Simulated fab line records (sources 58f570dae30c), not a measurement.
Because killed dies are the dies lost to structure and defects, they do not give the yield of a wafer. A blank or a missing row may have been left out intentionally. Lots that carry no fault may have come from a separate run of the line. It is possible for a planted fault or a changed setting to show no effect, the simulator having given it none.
Comparing a struck lot with a sound one	flow berkeley_cmos170	18 steps out of a route of 331
Sound: the wafers L826.3, L826.4, L826.5. Struck: wafer L842.6. (L842.2, L842.4 of the same lot were not struck and are left out.) The cause comes at the end.
At each step with rows: each side's tool, then ch and its chambers, then its first start. Under that, the readings that differ: sound wafers	struck wafers	difference of the means	sigmas: that difference in standard deviations of wafers without a fault.
alike: readings whose means differ by less than 2 such deviations, and words and numbers that are the same on both sides. not compared: withheld readings, readings that some wafer has no value for, bounds like >300 that may hide the same value, and numbers for which the record gives no deviation and whose values overlap.
A row with sigmas, a row that says differs or no value, or rows on one side alone: a step with any of these is where the two part. Numbers that don't overlap but have no deviation are shown without sigmas and don't part them. A reading that every wafer of one side lacks parts them only if that side has two wafers or more.

first, 5 steps without rows for these wafers: UCB170_NLDD_COAT_01 (resist thk 900 nm); UCB170_NLDD_SOFTBAKE_02 (time 60 s); UCB170_NLDD_EXPOSE_03 (exposes mask NSELECT, target cd 1200 nm); UCB170_NLDD_PEB_04; UCB170_NLDD_DEVELOP_05 (develop time 45 s).
UCB170_NLDD_CD_MEAS_06: the cd target is 1200 nm.
  sound on cd_sem-01, day 7 14:01; struck on cd_sem-02, day 11 04:34
  alike: cd_nm
UCB170_NLDD_OVL_MEAS_07:
  sound on overlay-02, day 7 14:06; struck on overlay-02, day 11 04:41
  alike: NLDD_OVL
then, 2 steps without rows for these wafers: UCB170_NLDD_IMPLANT_08; UCB170_NLDD_IMPLANT_09.
UCB170_NLDD_STRIP_10: strips in O2.
  sound on plasma_asher-02 ch 0,1, day 7 14:28; struck on plasma_asher-04 ch 0, day 11 05:01
  alike: drypump_motor_current_A, oes_product_au, strip_time_to_endpoint_s
  not compared: rf_hours_counter_h
UCB170_NLDD_TW_MEAS_11:
  sound on film_metro-02, day 7 14:32; struck on film_metro-01, day 11 05:07
  alike: NLDD_TW
then, 1 step without rows for these wafers: UCB170_NLDD_CLEAN_12 (cleans in SPM, time 600 s).
UCB170_SPACER_CVD_00: deposits SiO2 from TEOS/O2, target thk 376 nm, time 47 s.
  sound on pecvd-01 ch 0,1,2, day 7 14:46; struck on pecvd-01 ch 0, day 11 05:20
reading	sound	struck	difference	sigmas
heater_power_w (W)	373 227 349	185	-131	-3
rf_fwd_power_W (W)	544.5 538.9 542.2	759.4	+217.5	+95
model.SiO2_of_SPACER_CVD_00.thk_nm (nm)	371.4 370.2 369.1	413.8	+43.6	
UCB170_SPACER_THK_MEAS_01:
  sound on film_metro-04, day 7 14:49; struck on film_metro-01, day 11 05:24
reading	sound	struck	difference	sigmas
SPACER_TEOS_THK (nm)	372 370 369	413	+43	+8
then, 1 step without rows for these wafers: UCB170_SPACER_ANNEAL_02 (time 1800 s).
UCB170_SPACER_ETCHBACK_03: etches SiO2 in CHF3/CF4/Ar, stops on Si, target depth 376 nm, time 100 s.
  sound on rie_diel-04 ch 0,2,3, day 7 20:18; struck on rie_diel-04 ch 1, day 11 10:05
reading	sound	struck	difference	sigmas
oes_product_au (a.u.)	0.891 0.892 0.894	0.993	+0.101	+7
throttle_valve_pct (%)	6.53 6.41 6.33	6.67	+0.25	+2
model.etch.depth_nm (nm)	371.4 370.2 369.1	413.8	+43.6	
  alike: cf4_flow_sccm, drypump_motor_current_A
  not compared: rf_hours_counter_h
then, 1 step without rows for these wafers: UCB170_PSD_HMDS_00 (prime time 60 s).
UCB170_M3_PROBE_99:
  sound on prober-02, day 9 04:43; struck on prober-01, day 12 10:26
reading	sound	struck	difference	sigmas
model.etest.pplus_sal.width_nm (nm)	722.7 728.4 734.8	613.2	-115.4	
model.etest.nplus_sal.width_nm (nm)	725 739.1 733.7	615.6	-117.0	
model.etest.nmos_0p35.r_on_ohm_um	1412 1400 1420	1549	+138	
model.etest.nmos_0p6.r_on_ohm_um	2209 2186 2232	2380	+171	
model.etest.field_p_metal.vt_v (V)	-58.88 -58.18 -57.77	-61.81	-3.53	
model.etest.field_n_metal.vt_v (V)	51.86 51.15 50.89	54.31	+3.01	
model.etest.pplus_sal.line_ohm_um	5.112 5.031 5.019	6.028	+0.974	
model.etest.nplus_sal.line_ohm_um	5.024 4.95 4.991	5.848	+0.860	

== WHERE THEY PART ==
First at UCB170_SPACER_CVD_00; last, within this record, at UCB170_SPACER_ETCHBACK_03.

WHY: whatever the simulator had introduced
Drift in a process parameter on pecvd-01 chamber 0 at UCB170_SPACER_CVD_00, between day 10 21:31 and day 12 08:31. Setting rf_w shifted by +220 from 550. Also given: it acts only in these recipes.
